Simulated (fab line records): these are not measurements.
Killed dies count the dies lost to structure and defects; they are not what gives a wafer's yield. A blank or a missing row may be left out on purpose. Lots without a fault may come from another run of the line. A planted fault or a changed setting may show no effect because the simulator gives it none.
What tool caused it? ; flow rit cmos ; Sampling: 14 lots, 42 wafers, 2 of 202 route steps

WHAT EACH GAUGE READ, for each wafer
RIT_CONTACT_THK_MEAS_01. Usual: for CONTACT_TEOS_THK the level is 401 nm and the standard deviation is 6.
lot;measured;on;CONTACT_TEOS_THK (nm);flag
L165;day 3 03:11;film metro-04;404 411 405;
L167;day 3 18:47;film metro-03;402 408 403;
L170;day 4 07:50;film metro-04;400 403 411;
L171;day 4 17:14;film metro-04;404 406 403;
L172;day 4 21:57;film metro-03;403 415 411;
L174;day 5 02:10;film metro-04;395 407 401;
L175;day 5 10:17;film metro-04;396 408 409;
L176;day 5 14:43;film metro-02;403 404 411;
L178;day 6 00:31;film metro-02;396 399 404;
L179;day 6 06:45;film metro-03;404 403 409;
L181;day 6 18:15;film metro-03;351 355 356;OFF
L184;day 7 07:50;film metro-02;348 342 349;OFF
L185;day 7 11:08;film metro-04;397 399 403;
L188;day 8 01:50;film metro-02;399 398 407;

TOOL THAT RAN EACH LOT (tool first, then ch and the chambers of the sampled wafers, then the start)
lot;RIT_CONTACT_CVD_00
L165;pecvd-02 ch 0,1, day 3 03:07
L167;pecvd-03 ch 0,1, day 3 18:43
L170;pecvd-03 ch 1,2, day 4 07:46
L171;pecvd-02 ch 0,1, day 4 17:11
L172;pecvd-01 ch 0,1,2, day 4 21:54
L174;pecvd-02 ch 0,1, day 5 02:06
L175;pecvd-01 ch 0,2, day 5 10:14
L176;pecvd-03 ch 0,2, day 5 14:40
L178;pecvd-01 ch 0,1,2, day 6 00:26
L179;pecvd-03 ch 1,2, day 6 06:41
L181;pecvd-01 ch 2, day 6 18:10
L184;pecvd-01 ch 0,2, day 7 07:46
L185;pecvd-03 ch 0,1,2, day 7 11:05
L188;pecvd-03 ch 0,1,2, day 8 01:46
- RIT_CONTACT_CVD_00: deposits SiO2 from TEOS, target thk 400 nm, time 61 s.

AS READ BY THE TOOLS THEMSELVES (means over the sampled wafers that have a number; for cases with no such wafer, the mark the record gives instead)
RIT_CONTACT_CVD_00. Usual: heater power w 307 W, standard deviation 35; run length s 88.7 s, standard deviation 0.42.
lot;tool;heater power w (W);run length s (s);flag
L165;pecvd-02;332;89.2;
L167;pecvd-03;310;88.8;
L170;pecvd-03;290;88.7;
L171;pecvd-02;324;88.8;
L172;pecvd-01;326;88.6;
L174;pecvd-02;311;89.2;
L175;pecvd-01;296;88.4;
L176;pecvd-03;253;88.2;
L178;pecvd-01;349;88.7;
L179;pecvd-03;296;89.0;
L181;pecvd-01;368;79.8;OFF
L184;pecvd-01;357;79.9;OFF
L185;pecvd-03;289;88.7;
L188;pecvd-03;279;88.6;

THE ANSWER, worked out from the rows above alone
Rule: lot off if the mean of its wafers having a number is beyond 3 standard deviations from the usual mean. A lot without any number at a reading at which 4 lots or more have one is off too. Any other lot the step has rows for is counted as sound. First the gauges in route order, then the tools' own readings, where a lot's mean is used as printed above. The first step at which some lot is off is used, and at that step the reading that is off furthest; a lot without a number counts as furthest.
Off: L181, L184, at RIT_CONTACT_THK_MEAS_01 (CONTACT_TEOS_THK).
If a tool, at a process step before that reading, ran all the lots that are off and no sound lot after the first of them, it fits. The gauges at RIT_CONTACT_THK_MEAS_01 aren't tried: what is off there is off at RIT_CONTACT_CVD_00 too, on other tools, and a gauge's error can't cause that. One candidate fits, namely pecvd-01 at RIT_CONTACT_CVD_00. A fault onset in the window from L178 (day 6 00:26, its last sound lot) to L181 (day 6 18:10, its first lot off) fits.
The tool's own readings at RIT_CONTACT_CVD_00 bear it out: on the lots that are off they differ by more than 5 times the standard deviation of the sound lots' means. run length s reads 79.8 s there against 88.7 s on the sound lots.

WHAT HAD BEEN PUT IN BY THE SIMULATOR
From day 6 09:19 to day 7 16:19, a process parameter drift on pecvd-01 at RIT_CONTACT_CVD_00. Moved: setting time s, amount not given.
Shown lots that were struck: L181, L184. Same finding as the rule above.
